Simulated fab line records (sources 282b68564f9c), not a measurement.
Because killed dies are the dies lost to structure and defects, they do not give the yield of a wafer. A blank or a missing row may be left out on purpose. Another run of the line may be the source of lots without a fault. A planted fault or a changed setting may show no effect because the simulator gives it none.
fab line records :: flow rit-cmos
[record]
  lots = 6
  wafers = 18
  last-day = 7
route steps=202 shown SILICIDE@162 CONTACT@168
lots that met no fault: taken from a fault-free run of the same line
start-h: hours from the record's first day to the start of the lot's first wafer shown :: wait-h: hours since the lot's step before :: " identical to the entry in the row above :: L1.1+2: several wafers, shown together as one row :: - either no value or no given start :: * or withheld: withheld :: < > ~ a bound
route shown NAME@n: NAME is a module with steps in the file, n the number in the route of the first one :: usual: average and standard deviation across the fault-free wafers :: same: alike in all rows :: chamber/n: place in a boat :: sites: per-site readings :: _std_site: their standard deviation :: _edge_site: mean of outer sites minus mean of inner sites :: radius-mm: for every site, how far away it sits from the centre of the wafer :: mask NAME#n: copy n :: behind: the most recent tool/chamber to have shaped the wafer :: hold: why the lot was held/for how many hours/how that ended :: device: the transistor (n, p or np) that didn't switch :: end of line: at the end of the route, the tests of the same wafers :: where a step has no rows: the recipe by itself :: killed: the dies lost at the first sort to structure and to defects; this is not the yield of the wafer :: map: a wafer's dies, x killed, . not, _ none there
set.NAME: setting as actually run; set.NAME@STEP: the setting as run at that earlier step :: model.NAME: the simulator's own value behind a step, which no gauge read
lots seen at some steps along the route; tables by step, rows by wafer
services: from which hour (start-h, from the record's first day; less than 0 if before it) a tool's chamber was out of use, for how many hours, and why
[[steps]]
[step RIT_SILICIDE_SPUTTER_01]
[recipe]
  material = Ti
  target-thk-nm = 30
  power-w = 350
  chamber-pressure-pa = 0.667
  gas = Ar
  time-s = 240
  substrate-temp-c = 25
[usual]
  throttle-valve-pct = 30.0/1
lot.wafer: L336.2
tool: pvd-sputter-01
chamber: -
start-h: 64.95
wait-h: 0.0
throttle-valve-pct: 28.7

lot.wafer: L336.5
tool: pvd-sputter-01
chamber: -
start-h: 64.95
wait-h: 0.0
throttle-valve-pct: 29.7

lot.wafer: L336.6
tool: pvd-sputter-01
chamber: -
start-h: 64.95
wait-h: 0.0
throttle-valve-pct: 31.4

lot.wafer: L342.4
tool: pvd-sputter-02
chamber: -
start-h: 96.57
wait-h: 0.0
throttle-valve-pct: 30.7

lot.wafer: L342.5
tool: pvd-sputter-02
chamber: -
start-h: 96.57
wait-h: 0.0
throttle-valve-pct: 29.8

lot.wafer: L342.6
tool: pvd-sputter-02
chamber: -
start-h: 96.57
wait-h: 0.0
throttle-valve-pct: 30.7

lot.wafer: L347.3
tool: pvd-sputter-03
chamber: -
start-h: 125.97
wait-h: 0.0
throttle-valve-pct: 30.6

lot.wafer: L347.4
tool: pvd-sputter-03
chamber: -
start-h: 125.97
wait-h: 0.0
throttle-valve-pct: 28.2

lot.wafer: L347.6
tool: pvd-sputter-03
chamber: -
start-h: 125.97
wait-h: 0.0
throttle-valve-pct: 28.2

lot.wafer: L348.4
tool: pvd-sputter-01
chamber: -
start-h: 129.69
wait-h: 0.0
throttle-valve-pct: 28.9

lot.wafer: L348.5
tool: pvd-sputter-01
chamber: -
start-h: 129.69
wait-h: 0.0
throttle-valve-pct: 28.7

lot.wafer: L348.6
tool: pvd-sputter-01
chamber: -
start-h: 129.69
wait-h: 0.0
throttle-valve-pct: 28.5

lot.wafer: L349.2
tool: pvd-sputter-03
chamber: -
start-h: 139.91
wait-h: 0.0
throttle-valve-pct: 30.3

lot.wafer: L349.5
tool: pvd-sputter-03
chamber: -
start-h: 139.91
wait-h: 0.0
throttle-valve-pct: 28.4

lot.wafer: L349.6
tool: pvd-sputter-03
chamber: -
start-h: 139.91
wait-h: 0.0
throttle-valve-pct: 30.5

lot.wafer: L356.1
tool: pvd-sputter-02
chamber: -
start-h: 171.05
wait-h: 0.0
throttle-valve-pct: 30.6

lot.wafer: L356.2
tool: pvd-sputter-02
chamber: -
start-h: 171.05
wait-h: 0.0
throttle-valve-pct: 29.7

lot.wafer: L356.6
tool: pvd-sputter-02
chamber: -
start-h: 171.05
wait-h: 0.0
throttle-valve-pct: 30.9
[step RIT_SILICIDE_RS_MEAS_02]
[recipe]
  thk-meas-gauge = four-point-probe
  reads = Ti_of_SILICIDE_SPUTTER_01
[usual]
  SILICIDE_TI_RS = 47.9/0.71
lot.wafer: L336.2
tool: film-metro-03
chamber: -
start-h: 65.12
wait-h: 0.1
SILICIDE_TI_RS[ohm/sq]: 47.0

lot.wafer: L336.5
tool: film-metro-03
chamber: -
start-h: 65.12
wait-h: 0.1
SILICIDE_TI_RS[ohm/sq]: 47.1

lot.wafer: L336.6
tool: film-metro-03
chamber: -
start-h: 65.12
wait-h: 0.1
SILICIDE_TI_RS[ohm/sq]: 47.0

lot.wafer: L342.4
tool: film-metro-03
chamber: -
start-h: 96.78
wait-h: 0.1
SILICIDE_TI_RS[ohm/sq]: 48.8

lot.wafer: L342.5
tool: film-metro-03
chamber: -
start-h: 96.78
wait-h: 0.1
SILICIDE_TI_RS[ohm/sq]: 48.8

lot.wafer: L342.6
tool: film-metro-03
chamber: -
start-h: 96.78
wait-h: 0.1
SILICIDE_TI_RS[ohm/sq]: 48.5

lot.wafer: L347.3
tool: film-metro-03
chamber: -
start-h: 126.16
wait-h: 0.1
SILICIDE_TI_RS[ohm/sq]: 47.5

lot.wafer: L347.4
tool: film-metro-03
chamber: -
start-h: 126.16
wait-h: 0.1
SILICIDE_TI_RS[ohm/sq]: 46.9

lot.wafer: L347.6
tool: film-metro-03
chamber: -
start-h: 126.16
wait-h: 0.1
SILICIDE_TI_RS[ohm/sq]: 47.2

lot.wafer: L348.4
tool: film-metro-01
chamber: -
start-h: 129.90
wait-h: 0.1
SILICIDE_TI_RS[ohm/sq]: 49.1

lot.wafer: L348.5
tool: film-metro-01
chamber: -
start-h: 129.90
wait-h: 0.1
SILICIDE_TI_RS[ohm/sq]: 48.5

lot.wafer: L348.6
tool: film-metro-01
chamber: -
start-h: 129.90
wait-h: 0.1
SILICIDE_TI_RS[ohm/sq]: 48.8

lot.wafer: L349.2
tool: film-metro-03
chamber: -
start-h: 140.08
wait-h: 0.1
SILICIDE_TI_RS[ohm/sq]: 48.7

lot.wafer: L349.5
tool: film-metro-03
chamber: -
start-h: 140.08
wait-h: 0.1
SILICIDE_TI_RS[ohm/sq]: 48.7

lot.wafer: L349.6
tool: film-metro-03
chamber: -
start-h: 140.08
wait-h: 0.1
SILICIDE_TI_RS[ohm/sq]: 49.2

lot.wafer: L356.1
tool: film-metro-02
chamber: -
start-h: 171.20
wait-h: 0.1
SILICIDE_TI_RS[ohm/sq]: 47.7

lot.wafer: L356.2
tool: film-metro-02
chamber: -
start-h: 171.20
wait-h: 0.1
SILICIDE_TI_RS[ohm/sq]: 47.9

lot.wafer: L356.6
tool: film-metro-02
chamber: -
start-h: 171.20
wait-h: 0.1
SILICIDE_TI_RS[ohm/sq]: 47.3
[step RIT_SILICIDE_THK_MEAS_03]
[recipe]
  thk-meas-gauge = xrf
  reads = Ti_of_SILICIDE_SPUTTER_01
[usual]
  SILICIDE_TI_THK = 30.0/0.37
lot.wafer: L336.2
tool: film-metro-03
chamber: -
start-h: 65.23
wait-h: 0.1
SILICIDE_TI_THK[nm]: 30.5

lot.wafer: L336.5
tool: film-metro-03
chamber: -
start-h: 65.23
wait-h: 0.1
SILICIDE_TI_THK[nm]: 30.4

lot.wafer: L336.6
tool: film-metro-03
chamber: -
start-h: 65.23
wait-h: 0.1
SILICIDE_TI_THK[nm]: 30.5

lot.wafer: L342.4
tool: film-metro-03
chamber: -
start-h: 96.87
wait-h: 0.1
SILICIDE_TI_THK[nm]: 29.5

lot.wafer: L342.5
tool: film-metro-03
chamber: -
start-h: 96.87
wait-h: 0.1
SILICIDE_TI_THK[nm]: 29.6

lot.wafer: L342.6
tool: film-metro-03
chamber: -
start-h: 96.87
wait-h: 0.1
SILICIDE_TI_THK[nm]: 29.7

lot.wafer: L347.3
tool: film-metro-03
chamber: -
start-h: 126.26
wait-h: 0.1
SILICIDE_TI_THK[nm]: 30.4

lot.wafer: L347.4
tool: film-metro-03
chamber: -
start-h: 126.26
wait-h: 0.1
SILICIDE_TI_THK[nm]: 30.7

lot.wafer: L347.6
tool: film-metro-03
chamber: -
start-h: 126.26
wait-h: 0.1
SILICIDE_TI_THK[nm]: 30.5

lot.wafer: L348.4
tool: film-metro-01
chamber: -
start-h: 129.99
wait-h: 0.1
SILICIDE_TI_THK[nm]: 29.4

lot.wafer: L348.5
tool: film-metro-01
chamber: -
start-h: 129.99
wait-h: 0.1
SILICIDE_TI_THK[nm]: 29.6

lot.wafer: L348.6
tool: film-metro-01
chamber: -
start-h: 129.99
wait-h: 0.1
SILICIDE_TI_THK[nm]: 29.6

lot.wafer: L349.2
tool: film-metro-03
chamber: -
start-h: 140.19
wait-h: 0.1
SILICIDE_TI_THK[nm]: 29.7

lot.wafer: L349.5
tool: film-metro-03
chamber: -
start-h: 140.19
wait-h: 0.1
SILICIDE_TI_THK[nm]: 29.7

lot.wafer: L349.6
tool: film-metro-03
chamber: -
start-h: 140.19
wait-h: 0.1
SILICIDE_TI_THK[nm]: 29.4

lot.wafer: L356.1
tool: film-metro-02
chamber: -
start-h: 171.32
wait-h: 0.1
SILICIDE_TI_THK[nm]: 30.1

lot.wafer: L356.2
tool: film-metro-02
chamber: -
start-h: 171.32
wait-h: 0.1
SILICIDE_TI_THK[nm]: 29.8

lot.wafer: L356.6
tool: film-metro-02
chamber: -
start-h: 171.32
wait-h: 0.1
SILICIDE_TI_THK[nm]: 30.2
[step RIT_SILICIDE_RTA_04]
[recipe]
  temp-c = 650
  time-s = 10
  idle-temp-c = 25
  ramp-up-s = 5
  ramp-down-s = 5
  cool-to-c = 25
  ambient = N2
[usual]
  anneal-temp-c-max = 652.4/0.73
  wafer_temp_C_max = 655.3/1.1
lot.wafer: L336.2
tool: rtp-anneal-02
chamber: 0
start-h: 65.29
wait-h: 0.1
anneal-temp-c-max: 653.2
wafer_temp_C_max: 654.5

lot.wafer: L336.5
tool: rtp-anneal-02
chamber: 0
start-h: 65.29
wait-h: 0.1
anneal-temp-c-max: 653.6
wafer_temp_C_max: 657.5

lot.wafer: L336.6
tool: rtp-anneal-02
chamber: 0
start-h: 65.29
wait-h: 0.1
anneal-temp-c-max: 653.4
wafer_temp_C_max: 653.9

lot.wafer: L342.4
tool: rtp-anneal-02
chamber: 0
start-h: 96.93
wait-h: 0.1
anneal-temp-c-max: 653.2
wafer_temp_C_max: 656.2

lot.wafer: L342.5
tool: rtp-anneal-02
chamber: 0
start-h: 96.93
wait-h: 0.1
anneal-temp-c-max: 653.1
wafer_temp_C_max: 653.9

lot.wafer: L342.6
tool: rtp-anneal-02
chamber: 0
start-h: 96.93
wait-h: 0.1
anneal-temp-c-max: 652.8
wafer_temp_C_max: 654.7

lot.wafer: L347.3
tool: rtp-anneal-01
chamber: 0
start-h: 126.33
wait-h: 0.1
anneal-temp-c-max: 651.5
wafer_temp_C_max: 655.7

lot.wafer: L347.4
tool: rtp-anneal-01
chamber: 0
start-h: 126.33
wait-h: 0.1
anneal-temp-c-max: 651.7
wafer_temp_C_max: 656.4

lot.wafer: L347.6
tool: rtp-anneal-01
chamber: 0
start-h: 126.33
wait-h: 0.1
anneal-temp-c-max: 652.2
wafer_temp_C_max: 656.1

lot.wafer: L348.4
tool: rtp-anneal-02
chamber: 0
start-h: 130.05
wait-h: 0.1
anneal-temp-c-max: 652.2
wafer_temp_C_max: 654.9

lot.wafer: L348.5
tool: rtp-anneal-02
chamber: 0
start-h: 130.05
wait-h: 0.1
anneal-temp-c-max: 652.4
wafer_temp_C_max: 654.5

lot.wafer: L348.6
tool: rtp-anneal-02
chamber: 0
start-h: 130.05
wait-h: 0.1
anneal-temp-c-max: 652.6
wafer_temp_C_max: 655.5

lot.wafer: L349.2
tool: rtp-anneal-01
chamber: 0
start-h: 140.25
wait-h: 0.1
anneal-temp-c-max: 652.3
wafer_temp_C_max: 656.3

lot.wafer: L349.5
tool: rtp-anneal-01
chamber: 0
start-h: 140.25
wait-h: 0.1
anneal-temp-c-max: 651.9
wafer_temp_C_max: 654.7

lot.wafer: L349.6
tool: rtp-anneal-01
chamber: 0
start-h: 140.25
wait-h: 0.1
anneal-temp-c-max: 652.7
wafer_temp_C_max: 656.1

lot.wafer: L356.1
tool: rtp-anneal-02
chamber: 0
start-h: 171.38
wait-h: 0.1
anneal-temp-c-max: 652.4
wafer_temp_C_max: 654.3

lot.wafer: L356.2
tool: rtp-anneal-02
chamber: 0
start-h: 171.38
wait-h: 0.1
anneal-temp-c-max: 653.2
wafer_temp_C_max: 653.7

lot.wafer: L356.6
tool: rtp-anneal-02
chamber: 0
start-h: 171.38
wait-h: 0.1
anneal-temp-c-max: 654.3
wafer_temp_C_max: 653.1
[step RIT_SILICIDE_WET_ETCH_05]
[recipe]
  chemistry = SPM
  target = Ti
  temp-c = 90
  time-s = 120
  dry = n2-spin
[step RIT_SILICIDE_RTA_06]
[recipe]
  temp-c = 750
  time-s = 10
  idle-temp-c = 25
  ramp-up-s = 5
  ramp-down-s = 10
  cool-to-c = 25
  ambient = N2
[usual]
  anneal-temp-c-max = 753.0/0.89
  wafer_temp_C_max = 755.9/1
lot.wafer: L336.2
tool: rtp-anneal-01
chamber: 0
start-h: 65.40
wait-h: 0.0
anneal-temp-c-max: 751.9
wafer_temp_C_max: 757.2

lot.wafer: L336.5
tool: rtp-anneal-01
chamber: 0
start-h: 65.40
wait-h: 0.0
anneal-temp-c-max: 752.2
wafer_temp_C_max: 755.0

lot.wafer: L336.6
tool: rtp-anneal-01
chamber: 0
start-h: 65.40
wait-h: 0.0
anneal-temp-c-max: 752.8
wafer_temp_C_max: 756.3

lot.wafer: L342.4
tool: rtp-anneal-01
chamber: 0
start-h: 97.04
wait-h: 0.0
anneal-temp-c-max: 751.9
wafer_temp_C_max: 756.1

lot.wafer: L342.5
tool: rtp-anneal-01
chamber: 0
start-h: 97.04
wait-h: 0.0
anneal-temp-c-max: 751.8
wafer_temp_C_max: 755.9

lot.wafer: L342.6
tool: rtp-anneal-01
chamber: 0
start-h: 97.04
wait-h: 0.0
anneal-temp-c-max: 752.7
wafer_temp_C_max: 756.6

lot.wafer: L347.3
tool: rtp-anneal-02
chamber: 0
start-h: 126.43
wait-h: 0.0
anneal-temp-c-max: 752.7
wafer_temp_C_max: 757.3

lot.wafer: L347.4
tool: rtp-anneal-02
chamber: 0
start-h: 126.43
wait-h: 0.0
anneal-temp-c-max: 753.0
wafer_temp_C_max: 755.4

lot.wafer: L347.6
tool: rtp-anneal-02
chamber: 0
start-h: 126.43
wait-h: 0.0
anneal-temp-c-max: 753.7
wafer_temp_C_max: 755.1

lot.wafer: L348.4
tool: rtp-anneal-01
chamber: 0
start-h: 130.21
wait-h: 0.0
anneal-temp-c-max: 751.7
wafer_temp_C_max: 755.8

lot.wafer: L348.5
tool: rtp-anneal-01
chamber: 0
start-h: 130.21
wait-h: 0.0
anneal-temp-c-max: 751.4
wafer_temp_C_max: 755.8

lot.wafer: L348.6
tool: rtp-anneal-01
chamber: 0
start-h: 130.21
wait-h: 0.0
anneal-temp-c-max: 751.2
wafer_temp_C_max: 757.2

lot.wafer: L349.2
tool: rtp-anneal-02
chamber: 0
start-h: 140.36
wait-h: 0.0
anneal-temp-c-max: 755.0
wafer_temp_C_max: 755.7

lot.wafer: L349.5
tool: rtp-anneal-02
chamber: 0
start-h: 140.36
wait-h: 0.0
anneal-temp-c-max: 753.4
wafer_temp_C_max: 754.7

lot.wafer: L349.6
tool: rtp-anneal-02
chamber: 0
start-h: 140.36
wait-h: 0.0
anneal-temp-c-max: 753.6
wafer_temp_C_max: 755.0

lot.wafer: L356.1
tool: rtp-anneal-01
chamber: 0
start-h: 171.48
wait-h: 0.0
anneal-temp-c-max: 752.1
wafer_temp_C_max: 757.0

lot.wafer: L356.2
tool: rtp-anneal-01
chamber: 0
start-h: 171.48
wait-h: 0.0
anneal-temp-c-max: 752.0
wafer_temp_C_max: 756.8

lot.wafer: L356.6
tool: rtp-anneal-01
chamber: 0
start-h: 171.48
wait-h: 0.0
anneal-temp-c-max: 752.7
wafer_temp_C_max: 756.5
[step RIT_CONTACT_CVD_00]
[recipe]
  material = SiO2
  target-thk-nm = 400
  precursor = TEOS
  temp-c = 390
  time-s = 61
  rf-w = 400
[usual]
  heater-power-w = 333/55
lot.wafer: L336.2
tool: pecvd-02
chamber: 1
start-h: 65.45
wait-h: 0.0
heater-power-w: 344

lot.wafer: L336.5
tool: pecvd-02
chamber: 1
start-h: 65.45
wait-h: 0.0
heater-power-w: 359

lot.wafer: L336.6
tool: pecvd-02
chamber: 2
start-h: 65.45
wait-h: 0.0
heater-power-w: 348

lot.wafer: L342.4
tool: pecvd-02
chamber: 2
start-h: 97.10
wait-h: 0.0
heater-power-w: 290

lot.wafer: L342.5
tool: pecvd-02
chamber: 0
start-h: 97.10
wait-h: 0.0
heater-power-w: 311

lot.wafer: L342.6
tool: pecvd-02
chamber: 1
start-h: 97.10
wait-h: 0.0
heater-power-w: 282

lot.wafer: L347.3
tool: pecvd-04
chamber: 0
start-h: 126.48
wait-h: 0.0
heater-power-w: 309

lot.wafer: L347.4
tool: pecvd-04
chamber: 0
start-h: 126.48
wait-h: 0.0
heater-power-w: 319

lot.wafer: L347.6
tool: pecvd-04
chamber: 2
start-h: 126.48
wait-h: 0.0
heater-power-w: 324

lot.wafer: L348.4
tool: pecvd-02
chamber: 0
start-h: 130.27
wait-h: 0.0
heater-power-w: 265

lot.wafer: L348.5
tool: pecvd-02
chamber: 1
start-h: 130.27
wait-h: 0.0
heater-power-w: 357

lot.wafer: L348.6
tool: pecvd-02
chamber: 2
start-h: 130.27
wait-h: 0.0
heater-power-w: 299

lot.wafer: L349.2
tool: pecvd-01
chamber: 0
start-h: 140.41
wait-h: 0.0
heater-power-w: 356

lot.wafer: L349.5
tool: pecvd-01
chamber: 2
start-h: 140.41
wait-h: 0.0
heater-power-w: 327

lot.wafer: L349.6
tool: pecvd-01
chamber: 0
start-h: 140.41
wait-h: 0.0
heater-power-w: 401

lot.wafer: L356.1
tool: pecvd-04
chamber: 2
start-h: 171.55
wait-h: 0.1
heater-power-w: 360

lot.wafer: L356.2
tool: pecvd-04
chamber: 0
start-h: 171.55
wait-h: 0.1
heater-power-w: 318

lot.wafer: L356.6
tool: pecvd-04
chamber: 2
start-h: 171.55
wait-h: 0.1
heater-power-w: 264
[step RIT_CONTACT_THK_MEAS_01]
[recipe]
  reads = SiO2_of_CONTACT_CVD_00
[usual]
  CONTACT_TEOS_THK = 399/4.8
lot.wafer: L336.2
tool: film-metro-01
chamber: -
start-h: 65.52
wait-h: 0.0
CONTACT_TEOS_THK[nm]: 398

lot.wafer: L336.5
tool: film-metro-01
chamber: -
start-h: 65.52
wait-h: 0.0
CONTACT_TEOS_THK[nm]: 403

lot.wafer: L336.6
tool: film-metro-01
chamber: -
start-h: 65.52
wait-h: 0.0
CONTACT_TEOS_THK[nm]: 407

lot.wafer: L342.4
tool: film-metro-04
chamber: -
start-h: 97.16
wait-h: 0.0
CONTACT_TEOS_THK[nm]: 393

lot.wafer: L342.5
tool: film-metro-04
chamber: -
start-h: 97.16
wait-h: 0.0
CONTACT_TEOS_THK[nm]: 398

lot.wafer: L342.6
tool: film-metro-04
chamber: -
start-h: 97.16
wait-h: 0.0
CONTACT_TEOS_THK[nm]: 400

lot.wafer: L347.3
tool: film-metro-04
chamber: -
start-h: 126.55
wait-h: 0.0
CONTACT_TEOS_THK[nm]: 396

lot.wafer: L347.4
tool: film-metro-04
chamber: -
start-h: 126.55
wait-h: 0.0
CONTACT_TEOS_THK[nm]: 399

lot.wafer: L347.6
tool: film-metro-04
chamber: -
start-h: 126.55
wait-h: 0.0
CONTACT_TEOS_THK[nm]: 403

lot.wafer: L348.4
tool: film-metro-03
chamber: -
start-h: 130.32
wait-h: 0.0
CONTACT_TEOS_THK[nm]: 404

lot.wafer: L348.5
tool: film-metro-03
chamber: -
start-h: 130.32
wait-h: 0.0
CONTACT_TEOS_THK[nm]: 399

lot.wafer: L348.6
tool: film-metro-03
chamber: -
start-h: 130.32
wait-h: 0.0
CONTACT_TEOS_THK[nm]: 405

lot.wafer: L349.2
tool: film-metro-01
chamber: -
start-h: 140.50
wait-h: 0.1
CONTACT_TEOS_THK[nm]: 399

lot.wafer: L349.5
tool: film-metro-01
chamber: -
start-h: 140.50
wait-h: 0.1
CONTACT_TEOS_THK[nm]: 408

lot.wafer: L349.6
tool: film-metro-01
chamber: -
start-h: 140.50
wait-h: 0.1
CONTACT_TEOS_THK[nm]: 399

lot.wafer: L356.1
tool: film-metro-04
chamber: -
start-h: 171.60
wait-h: 0.0
CONTACT_TEOS_THK[nm]: 396

lot.wafer: L356.2
tool: film-metro-04
chamber: -
start-h: 171.60
wait-h: 0.0
CONTACT_TEOS_THK[nm]: 399

lot.wafer: L356.6
tool: film-metro-04
chamber: -
start-h: 171.60
wait-h: 0.0
CONTACT_TEOS_THK[nm]: 400
[step RIT_CONTACT_HMDS_02]
[recipe]
  prime-time-s = 60
  prime-temp-c = 140
[step RIT_CONTACT_COAT_03]
[recipe]
  resist = NOVOLAK
  spin-rpm = 3250
  resist-thk-nm = 1000
[step RIT_CONTACT_SOFTBAKE_04]
[recipe]
  resist = NOVOLAK
  temp-c = 90
  time-s = 60
[step RIT_CONTACT_EXPOSE_05]
[recipe]
  mask-id = M11
  na = 0.6
  source-shape = conventional
  sigma-outer = 0.5
  target-cd-nm = 1000
  dose-mj = 250
[step RIT_CONTACT_PEB_06]
[recipe]
  resist = NOVOLAK
  temp-c = withheld
  time-s = withheld
[usual]
  chill-plate-temp-C = *
  exhaust-pa = 44.9/0.91
lot.wafer: L336.2
tool: litho-track-03
chamber: 0
start-h: 66.28
wait-h: 0.1
chill-plate-temp-C: *
exhaust-pa: 46.6

lot.wafer: L336.5
tool: litho-track-03
chamber: 0
start-h: 66.28
wait-h: 0.1
chill-plate-temp-C: *
exhaust-pa: 46.3

lot.wafer: L336.6
tool: litho-track-03
chamber: 0
start-h: 66.28
wait-h: 0.1
chill-plate-temp-C: *
exhaust-pa: 46.6

lot.wafer: L342.4
tool: litho-track-03
chamber: 0
start-h: 97.83
wait-h: 0.1
chill-plate-temp-C: *
exhaust-pa: 45.3

lot.wafer: L342.5
tool: litho-track-03
chamber: 0
start-h: 97.83
wait-h: 0.1
chill-plate-temp-C: *
exhaust-pa: 45.0

lot.wafer: L342.6
tool: litho-track-03
chamber: 0
start-h: 97.83
wait-h: 0.1
chill-plate-temp-C: *
exhaust-pa: 44.2

lot.wafer: L347.3
tool: litho-track-03
chamber: -
start-h: 127.33
wait-h: 0.1
chill-plate-temp-C: -
exhaust-pa: -

lot.wafer: L347.4
tool: litho-track-03
chamber: -
start-h: 127.33
wait-h: 0.1
chill-plate-temp-C: -
exhaust-pa: -

lot.wafer: L347.6
tool: litho-track-03
chamber: -
start-h: 127.33
wait-h: 0.1
chill-plate-temp-C: -
exhaust-pa: -

lot.wafer: L348.4
tool: litho-track-04
chamber: -
start-h: 130.99
wait-h: 0.1
chill-plate-temp-C: -
exhaust-pa: -

lot.wafer: L348.5
tool: litho-track-04
chamber: -
start-h: 130.99
wait-h: 0.1
chill-plate-temp-C: -
exhaust-pa: -

lot.wafer: L348.6
tool: litho-track-04
chamber: -
start-h: 130.99
wait-h: 0.1
chill-plate-temp-C: -
exhaust-pa: -

lot.wafer: L349.2
tool: litho-track-02
chamber: 0
start-h: 141.14
wait-h: 0.1
chill-plate-temp-C: *
exhaust-pa: 44.7

lot.wafer: L349.5
tool: litho-track-02
chamber: 0
start-h: 141.14
wait-h: 0.1
chill-plate-temp-C: *
exhaust-pa: 45.5

lot.wafer: L349.6
tool: litho-track-02
chamber: 0
start-h: 141.14
wait-h: 0.1
chill-plate-temp-C: *
exhaust-pa: 45.8

lot.wafer: L356.1
tool: litho-track-03
chamber: 0
start-h: 172.23
wait-h: 0.1
chill-plate-temp-C: *
exhaust-pa: 44.4

lot.wafer: L356.2
tool: litho-track-03
chamber: 0
start-h: 172.23
wait-h: 0.1
chill-plate-temp-C: *
exhaust-pa: 43.9

lot.wafer: L356.6
tool: litho-track-03
chamber: 0
start-h: 172.23
wait-h: 0.1
chill-plate-temp-C: *
exhaust-pa: 43.4
[step RIT_CONTACT_DEVELOP_07]
[recipe]
  resist = NOVOLAK
  develop-time-s = 120
  dev-temp-c = 23
[[services]]
tool: pvd-sputter-02
chamber: -
start-h: 68.50
hours: 4.9
kind: repair

tool: pvd-sputter-02
chamber: -
start-h: 69.62
hours: 0.8
kind: repair

tool: pecvd-04
chamber: -
start-h: 71.04
hours: 1.2
kind: repair

tool: pvd-sputter-03
chamber: -
start-h: 84.26
hours: 0.6
kind: repair

tool: pvd-sputter-01
chamber: -
start-h: 95.11
hours: 4.5
kind: repair

tool: pvd-sputter-02
chamber: -
start-h: 105.72
hours: 4.6
kind: repair

tool: pecvd-01
chamber: -
start-h: 111.68
hours: 5.2
kind: repair

tool: pvd-sputter-02
chamber: -
start-h: 125.03
hours: 1.6
kind: repair

tool: pecvd-01
chamber: -
start-h: 127.27
hours: 2.8
kind: pm

tool: pecvd-01
chamber: 1
start-h: 140.10
hours: 4.4
kind: repair

tool: pvd-sputter-03
chamber: -
start-h: 171.33
hours: 1.0
kind: repair

tool: pecvd-01
chamber: -
start-h: 171.81
hours: 2.2
kind: repair
[[key]]
[first-sign]
  step = RIT_CONTACT_PEB_06
  reading = tool-record
  direction = missing
effect none on later readings
met-at RIT_CONTACT_PEB_06
struck-wafers L347.3,L347.4,L347.6,L348.4,L348.5,L348.6
sort-left-out L347.3,L347.4,L347.6,L348.4,L348.5,L348.6
tester-left-out L347,L348
onset-between 97.83 127.33
[fault]
  kind = skipped-step-whole
  tool = litho-track-03,litho-track-04
  chamber = -
  onset-h = 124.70
  steps = RIT_CONTACT_PEB_06
  scope = struck-lots-only
// tester-left-out: of these lots the tester's yield and bins aren't shown, on N5 and GAA mostly nor the transistor test; their killed dies are dies lost to structure and defects alone, not to doping, threshold or leakage, so they don't give the yield
// sort-left-out: the simulated sort isn't trusted on such a fault, so these wafers' sort isn't shown, and their yield isn't known
